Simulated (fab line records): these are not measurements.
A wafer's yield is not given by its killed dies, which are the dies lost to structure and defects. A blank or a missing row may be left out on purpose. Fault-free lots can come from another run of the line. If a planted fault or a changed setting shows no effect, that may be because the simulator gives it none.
Problem report, 8D (eight disciplines) form, completed by code + flow rit_cmos + the parts of the form that need people (team, actions taken, sign-off) are left out

== 1. WHAT IS WRONG ==
Mean of run_length_s at RIT_GATE_SOFTBAKE_12: 82.24 s across 6 wafers in 2 lots; on wafers with no fault it is 89.31 s (standard deviation 0.18). That is -39 standard deviations from the usual mean.
The step: time 60 s.
Seen first at day 4 19:03 on litho_track-03, wafer L740.2. The record holds 42 wafers of 14 lots with a number at this step. The rule behind "out" and "out of limits": a value lying over 4 standard deviations away from the usual mean. The other wafers with a number count as sound.

== 2. WHAT IT IS, AND WHAT IT ISN'T ==
| question                    | is                                 | is not                                                                          |
|-----------------------------|------------------------------------|---------------------------------------------------------------------------------|
| which readings at this step | run_length_s, heater_power_total_W | -                                                                               |
| which lots                  | L740, L741                         | L729, L730, L731, L733, L734, L735, L736, L738, L739, L744, L749, L751          |
| which wafers of those lots  | all that have a number             | -                                                                               |
| read on which tools         | litho_track-03                     | litho_track-02, litho_track-04                                                  |
| when                        | from day 4 19:03                   | up to then (27 sound wafers); but 9 sound wafers of L744, L749, L751 came after |

== 3. WHAT RULES OUT EACH SUSPECT ==
Counting: any tool at a process step up to the reading is kept as a suspect provided that every lot that is out went through it and no sound lot did after the first of them.
- litho_track-03 at RIT_GATE_SOFTBAKE_12 (time 60 s): kept. All lots that are out passed through it, beginning with L740 at day 4 19:03, and no sound lot followed; its final sound lot before that point was L736 at day 3 23:44. Its own readings are out on those wafers: heater_power_total_W, run_length_s.
Remaining after the count: litho_track-03 at RIT_GATE_SOFTBAKE_12.

== 4. THE CAUSE (what the simulator had put in) ==
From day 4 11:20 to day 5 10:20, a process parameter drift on litho_track-03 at RIT_GATE_SOFTBAKE_12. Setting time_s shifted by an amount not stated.
This tool alone remained once counting was done.

== 5. SEQUENCE OF EFFECTS, ordered by route ==
Rows list readings where the struck wafers' mean (over those with a number) sits beyond 3 standard deviations from the usual. Readings are gone through only where the record gives a usual standard deviation; hours: the median, over the lots, of the time from a lot's start at the first step in this table giving one to that lot's start at this step; sigmas: the change measured in usual standard deviations.
| hours | step                 | reading              | usual   | on struck wafers | change | sigmas |
|-------|----------------------|----------------------|---------|------------------|--------|--------|
| 0     | RIT_GATE_SOFTBAKE_12 | heater_power_total_W | 34.56 W | 35.89            | +1.33  | +27    |
| 0     | RIT_GATE_SOFTBAKE_12 | run_length_s         | 89.31 s | 82.24            | -7.07  | -39    |
It contains these process steps:
- RIT_GATE_SOFTBAKE_12: time 60 s.

== 6. HOW IT WOULD HAVE BEEN CAUGHT EARLIER ==
8 hours passed between the start of the fault at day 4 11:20 and the first reading out of limits in this record, taken at day 4 19:03.
